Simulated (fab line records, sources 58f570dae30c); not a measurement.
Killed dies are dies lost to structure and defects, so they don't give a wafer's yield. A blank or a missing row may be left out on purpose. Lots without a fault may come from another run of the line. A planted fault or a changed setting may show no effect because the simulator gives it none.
Problem report in the 8D (eight disciplines) form, filled by code | flow berkeley_cmos170 | the parts of the form that need people (team, actions taken, sign-off) are left out

1. THE PROBLEM
PSD_TW at UCB170_PSD_TW_MEAS_10 reads a mean of 2235 on 9 wafers of 3 lots; wafers without a fault read 2337 with a standard deviation of 18. That is -5.6 standard deviations from the usual mean.
First seen on wafer L207.1, day 7 06:41, on film_metro-02. The record holds 45 wafers of 15 lots with a number at this step. Rule for "out", or "out of limits": more than 4 standard deviations from the usual mean. The other wafers with a number count as sound.

2. WHAT IT IS AND WHAT IT IS NOT
question                    | is                           | is not
which readings at this step | PSD_TW                       | -
which lots                  | L207, L209, L210             | L211, L212, L213, L214, L215, L217, L220, L221, L223, L224, L225, L226
which wafers of those lots  | all that have a number       | -
read on which gauges        | film_metro-01, film_metro-02 | film_metro-04
when                        | from day 7 06:41             | up to then (0 sound wafers); but 36 sound wafers of L211, L212, L213, L214, L215, L217, L220, L221, L223, L224, L225, L226 came after

3. SUSPECTS, AND WHAT RULES EACH OUT
Counting: a tool at a process step up to the reading stays a suspect if it ran every lot that is out and no sound lot after the first of them.
- the gauge at UCB170_PSD_TW_MEAS_10: ruled out. The wafers that are out were read on 2 gauges (film_metro-01, film_metro-02).
- implanter-01 at UCB170_PSD_IMPLANT_08: ruled out as a lasting fault. Sound lots L223, L226 ran on it after its first lot that is out, L207 (day 7 06:26).
Left after counting: nothing in the record.

4. THE CAUSE (what the simulator had put in)
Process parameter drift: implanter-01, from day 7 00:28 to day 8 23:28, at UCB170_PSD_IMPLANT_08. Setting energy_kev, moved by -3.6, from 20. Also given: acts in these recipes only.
Counting ruled it out, wrongly: the rule takes a fault to strike every lot that its tool runs from its start on, and this one did not.

5. THE CHAIN OF EFFECTS, in route order
Each row: a reading whose mean over the struck wafers that have a number lies more than 3 standard deviations from the usual. Only readings for which the record gives a usual standard deviation are gone through. hours: the time from each lot's start at the first step in this table that gives one to its start at this step, as a median over the lots. sigmas: the change in usual standard deviations.
hours | step                       | reading                  | usual        | on struck wafers | change | sigmas
0     | UCB170_PSD_IMPLANT_08      | beam_energy_keV          | 20.001       | 16.402           | -3.599 | -99 or more
0     | UCB170_PSD_STRIP_09        | oes_product_au           | 0.600 a.u.   | 0.621            | +0.021 | +5.0
0     | UCB170_PSD_STRIP_09        | strip_time_to_endpoint_s | 29.40 s      | 27.85            | -1.55  | -24
0     | UCB170_PSD_TW_MEAS_10      | PSD_TW                   | 2337         | 2235             | -102   | -5.6
6     | UCB170_SDANNEAL_RS_MEAS_02 | PSD_RS                   | 75.53 ohm/sq | 77.70            | +2.17  | +8.3
The process steps in it:
- UCB170_PSD_IMPLANT_08
- UCB170_PSD_STRIP_09: strips in O2.
Later measuring or inspecting steps at which every struck wafer that the step has a row for has a number for every such reading, and none has moved that far: UCB170_SDANNEAL_RS_MEAS_05.

6. WHAT WOULD HAVE CAUGHT IT SOONER
In this record the first reading out of limits at a measuring or inspecting step was taken at day 7 06:41, 6 hours after the fault began at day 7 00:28.
The tool's own readings at UCB170_PSD_IMPLANT_08 were out on every struck wafer that the step has a row for (beam_energy_keV): an alarm limit on them would have fired on the first of those.
